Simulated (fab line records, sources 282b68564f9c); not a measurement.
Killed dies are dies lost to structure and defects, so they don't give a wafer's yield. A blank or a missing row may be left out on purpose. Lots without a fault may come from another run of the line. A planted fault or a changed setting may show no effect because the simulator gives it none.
fab line records | flow rit_cmos
record lots=14 wafers=42 last_day=8
route steps=202 shown M1@188
lots that met no fault: from a run of the same line without faults
start_h: hours from the record's first day to the start of the lot's first wafer shown | wait_h: hours since the lot's step before | " the same as in the row above | L1.1+2: a row that stands for several wafers | - no value, or no start given | * or withheld: withheld | < > ~ a bound
route shown NAME@n: a module of which the file shows steps, and the number in the route of the first | usual: mean/standard deviation of fault-free wafers | same: alike in all rows | chamber/n: place in a boat | sites: the reading at each site | _std_site: their standard deviation | _edge_site: outer sites' mean less inner sites' | radius_mm: how far each site lies from the wafer's centre | mask NAME#n: copy n | behind: the tool/chamber that last shaped the wafer | hold: why the lot was held/for how many hours/how that ended | device: the transistor (n, p or np) that didn't switch | end of line: the same wafers' tests at the end of the route | a step without rows: its recipe alone | killed: dies lost to structure and defects at the first sort, not the wafer's yield | map: a wafer's dies, x killed, . not, _ none there
set.NAME: the setting as run; set.NAME@STEP: as run at that earlier step | model.NAME: the simulator's own value behind a step, which no gauge read
steps of the route over a sample of lots; a table a step, a row a wafer
## steps
# step RIT_M1_COAT_04
# recipe resist=NOVOLAK spin_rpm=2000 resist_thk_nm=1300
# usual chill_plate_temp_C=23.01/0.11
# columns lot.wafer tool chamber start_h wait_h chill_plate_temp_C
L792.2 litho_track-01 0 63.91 0.1 22.99
L792.4 " 0 " " 23.00
L792.6 " 0 " " 23.03
L794.1 litho_track-03 0 72.66 0.1 23.14
L794.3 " 0 " " 23.03
L794.5 " 0 " " 22.94
L796.1 litho_track-03 0 85.14 0.1 22.95
L796.2 " 0 " " 23.06
L796.5 " 0 " " 23.06
L797.2 litho_track-01 0 89.80 0.1 23.00
L797.3 " 0 " " 23.08
L797.5 " 0 " " 22.93
L798.1 litho_track-03 0 93.95 0.1 23.00
L798.4 " 0 " " 23.04
L798.5 " 0 " " 22.99
L799.2 litho_track-01 0 101.23 0.1 22.82
L799.4 " 0 " " 22.80
L799.6 " 0 " " 23.00
L803.3 litho_track-01 0 114.51 0.1 23.12
L803.4 " 0 " " 23.07
L803.6 " 0 " " 23.04
L804.1 litho_track-03 0 120.78 0.1 22.81
L804.4 " 0 " " 22.76
L804.6 " 0 " " 22.95
L805.1 litho_track-04 0 124.12 0.1 23.10
L805.2 " 0 " " 23.13
L805.3 " 0 " " 23.21
L806.3 litho_track-01 0 129.41 0.1 23.00
L806.5 " 0 " " 22.92
L806.6 " 0 " " 23.06
L808.4 litho_track-01 0 138.88 0.1 23.09
L808.5 " 0 " " 22.91
L808.6 " 0 " " 23.21
L809.4 litho_track-01 0 140.16 0.1 23.06
L809.5 " 0 " " 22.86
L809.6 " 0 " " 22.88
L810.1 litho_track-04 0 155.66 0.1 22.97
L810.3 " 0 " " 23.01
L810.5 " 0 " " 23.00
L815.2 litho_track-03 0 183.83 0.1 23.00
L815.3 " 0 " " 22.98
L815.4 " 0 " " 22.91
# step RIT_M1_CD_MEAS_09
# recipe target_cd_nm=2600
# usual cd_nm=2599.8/2.1
# columns lot.wafer tool chamber start_h wait_h cd_nm
L792.2 cd_sem-01 - 64.76 - 2598.2
L792.4 " - " " 2598.5
L792.6 " - " " 2597.6
L794.1 cd_sem-01 - 73.39 - 2600.9
L794.3 " - " " 2597.5
L794.5 " - " " 2597.9
L796.1 cd_sem-01 - 86.00 - 2601.1
L796.2 " - " " 2600.0
L796.5 " - " " 2598.0
L797.2 cd_sem-01 - 90.66 - 2601.0
L797.3 " - " " 2600.2
L797.5 " - " " 2599.7
L798.1 cd_sem-01 - 94.77 - 2597.8
L798.4 " - " " 2599.9
L798.5 " - " " 2599.3
L799.2 cd_sem-01 - 102.29 - 2599.6
L799.4 " - " " 2602.0
L799.6 " - " " 2597.4
L803.3 cd_sem-01 - 115.23 - 2602.8
L803.4 " - " " 2603.5
L803.6 " - " " 2602.3
L804.1 cd_sem-02 - 121.51 - 2598.8
L804.4 " - " " 2600.1
L804.6 " - " " 2600.1
L805.1 cd_sem-02 - 124.85 - 2598.7
L805.2 " - " " 2599.9
L805.3 " - " " 2601.6
L806.3 cd_sem-01 - 130.28 - 2601.1
L806.5 " - " " 2600.6
L806.6 " - " " 2600.3
L808.4 cd_sem-01 - 139.72 - 2582.4
L808.5 " - " " 2581.8
L808.6 " - " " 2585.7
L809.4 cd_sem-01 - 140.87 - 2582.4
L809.5 " - " " 2584.3
L809.6 " - " " 2584.2
L810.1 cd_sem-01 - 156.52 - 2599.8
L810.3 " - " " 2598.9
L810.5 " - " " 2599.6
L815.2 cd_sem-02 - 185.02 - 2600.8
L815.3 " - " " 2600.2
L815.4 " - " " 2599.6
# step RIT_M1_PROBE_99
# usual defect_limited_yield=97.6/1 killed_at_M0_to_M3=0.0/0.083 killed_at_contacts=0.1/0.23 killed_at_front_end=6.2/2.8 killed_dies=6.3/2.7 killed_open=3.1/2 killed_short=3.2/1.8 sort_bin_3_pad_short=0.1/0.18 sort_bin_5_function=1.3/0.73 sort_bin_6_memory=1.0/0.62 sort_n_pass=257.7/2.7 sort_yield_pct=97.6/1
# same gross_dies=264 killed_at_M4_up=0 killed_at_back_side=0 killed_at_other=0
# columns lot.wafer tool chamber start_h wait_h defect_limited_yield[%] killed_at_M0_to_M3 killed_at_contacts killed_at_front_end killed_dies killed_open killed_short sort_bin_3_pad_short[%] sort_bin_5_function[%] sort_bin_6_memory[%] sort_n_pass sort_yield_pct[%]
L796.1 prober-02 - 88.66 0.1 97.0 0 0 8 8 1 7 0.4 1.1 1.5 256.0 97.0
L796.2 prober-02 - 88.71 0.1 98.1 0 0 5 5 2 3 0 1.1 0.8 259.0 98.1
L796.5 prober-02 - 88.86 0.2 97.3 0 0 7 7 4 3 0 1.5 1.1 257.0 97.3
L803.3 prober-02 - 117.95 0.2 97.3 0 0 7 7 2 5 0 1.9 0.8 257.0 97.3
L803.4 prober-02 - 118.00 0.2 98.1 0 0 5 5 3 2 0 0.8 1.1 259.0 98.1
L803.6 prober-02 - 118.10 0.2 97.3 0 0 7 7 4 3 0.4 1.9 0.4 257.0 97.3
L804.1 prober-01 - 124.20 0.1 97.3 0 0 7 7 5 2 0 1.1 1.5 257.0 97.3
L804.4 prober-01 - 124.35 0.2 98.9 0 0 3 3 0 3 0 0.8 0.4 261.0 98.9
L804.6 prober-01 - 124.45 0.2 97.0 0 0 8 8 4 4 0.4 1.5 1.1 256.0 97.0
L805.1 prober-02 - 127.51 0.1 96.2 0 0 10 10 5 5 0.4 3.4 0 254.0 96.2
L805.2 prober-02 - 127.56 0.1 98.5 0 0 4 4 2 2 0.4 0.8 0.4 260.0 98.5
L805.3 prober-02 - 127.61 0.2 97.0 0 0 8 8 5 3 0.4 1.9 0.8 256.0 97.0
L806.3 prober-01 - 132.99 0.2 95.8 0 0 11 11 6 5 0.4 1.9 1.9 253.0 95.8
L806.5 prober-01 - 133.09 0.2 96.2 0 0 10 10 4 6 0 1.9 1.9 254.0 96.2
L806.6 prober-01 - 133.14 0.2 98.5 0 0 4 4 4 0 0 0.4 1.1 260.0 98.5
L809.4 prober-02 - 144.04 0.2 98.1 0 0 5 5 1 4 0 1.1 0.8 259.0 98.1
L809.5 prober-02 - 144.09 0.2 97.3 0 0 7 7 5 2 0 0.8 1.9 257.0 97.3
L809.6 prober-02 - 144.14 0.2 96.2 0 0 10 10 4 6 0 2.3 1.5 254.0 96.2
# killed by level:class
L796.1 FOX1:geometric_particle:short=3 GATE:geometric_particle:short=3 ACTIVE:geometric_particle:short=1 GATE:geometric_particle:open=1
L796.2 GATE:geometric_particle:short=2 FOX1:geometric_particle:short=1 GATE:geometric_particle:open=1 SPACER:geometric_particle:open=1
L796.5 FOX1:geometric_particle:short=2 GATE:geometric_particle:open=2 FOX1:geometric_particle:open=1 GATE:geometric_particle:short=1 SPACER:geometric_particle:open=1
L803.3 FOX1:geometric_particle:short=1 GATE:geometric_particle:open=1 GATE:geometric_particle:short=1 REOX:geometric_particle:short=1 REOX:geometric_particle:open=1 SPACER:geometric_particle:short=1 SILICIDE:geometric_particle:short=1
L803.4 ACTIVE:geometric_particle:short=1 FOX2:geometric_particle:open=1 GATE:geometric_particle:short=1 GATE:geometric_particle:open=1 SPACER:geometric_particle:open=1
L803.6 FOX2:geometric_particle:open=2 SILICIDE:geometric_particle:short=2 FOX2:geometric_particle:short=1 GATE:geometric_particle:open=1 SILICIDE:geometric_particle:open=1
L804.1 GATE:geometric_particle:open=3 FOX2:geometric_particle:open=1 GATE:geometric_particle:short=1 REOX:geometric_particle:open=1 SPACER:geometric_particle:short=1
L804.4 GATE:geometric_particle:short=2 REOX:geometric_particle:short=1
L804.6 GATE:geometric_particle:short=3 FOX2:geometric_particle:open=1 GATE:geometric_particle:open=1 REOX:geometric_particle:open=1 SPACER:geometric_particle:short=1 SILICIDE:geometric_particle:open=1
L805.1 GATE:geometric_particle:open=3 GATE:geometric_particle:short=2 SPACER:geometric_particle:short=2 FOX1:geometric_particle:open=1 SILICIDE:geometric_particle:short=1 SILICIDE:geometric_particle:open=1
L805.2 FOX1:geometric_particle:open=1 FOX2:geometric_particle:short=1 GATE:geometric_particle:open=1 SILICIDE:geometric_particle:short=1
L805.3 GATE:geometric_particle:open=4 SILICIDE:geometric_particle:short=2 GATE:geometric_particle:short=1 REOX:geometric_particle:open=1
L806.3 GATE:geometric_particle:short=3 REOX:geometric_particle:open=2 FOX2:geometric_particle:open=1 GATE:geometric_particle:open=1 REOX:geometric_particle:short=1 SPACER:geometric_particle:open=1 SILICIDE:geometric_particle:short=1 SILICIDE:geometric_particle:open=1
L806.5 GATE:geometric_particle:short=2 GATE:geometric_particle:open=2 REOX:geometric_particle:short=2 FOX2:geometric_particle:open=1 FOX2:geometric_particle:short=1 SPACER:geometric_particle:open=1 SILICIDE:geometric_particle:short=1
L806.6 FOX1:geometric_particle:open=2 GATE:geometric_particle:open=1 REOX:geometric_particle:open=1
L809.4 SILICIDE:geometric_particle:short=2 GATE:geometric_particle:short=2 REOX:geometric_particle:open=1
L809.5 GATE:geometric_particle:open=2 GATE:geometric_particle:short=2 FOX1:geometric_particle:open=1 SPACER:geometric_particle:open=1 SILICIDE:geometric_particle:open=1
L809.6 GATE:geometric_particle:short=4 FOX1:geometric_particle:short=1 FOX1:geometric_particle:open=1 GATE:geometric_particle:open=1 REOX:geometric_particle:open=1 SPACER:geometric_particle:short=1 SPACER:geometric_particle:open=1
## key
first_sign step=RIT_M1_CD_MEAS_09 reading=cd_nm direction=down sigmas=7.9 usual=2599.8 struck=2583.5 through=control_loop
effect none on later readings
met_at RIT_M1_COAT_04
struck_lots L808,L809
loop_trim step=RIT_M1_EXPOSE_06 setting=dose lots=L809
onset_between 129.41 138.88
fault kind=process_parameter_drift tool=litho_track-01 chamber=- onset_h=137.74 steps=RIT_M1_COAT_04 channel=resist_thk_nm offset=-177.7 shape=step end_h=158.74 acts_in=these_recipes_only stated=1300
# loop_trim: a control loop set the setting to another value than it would have without faults
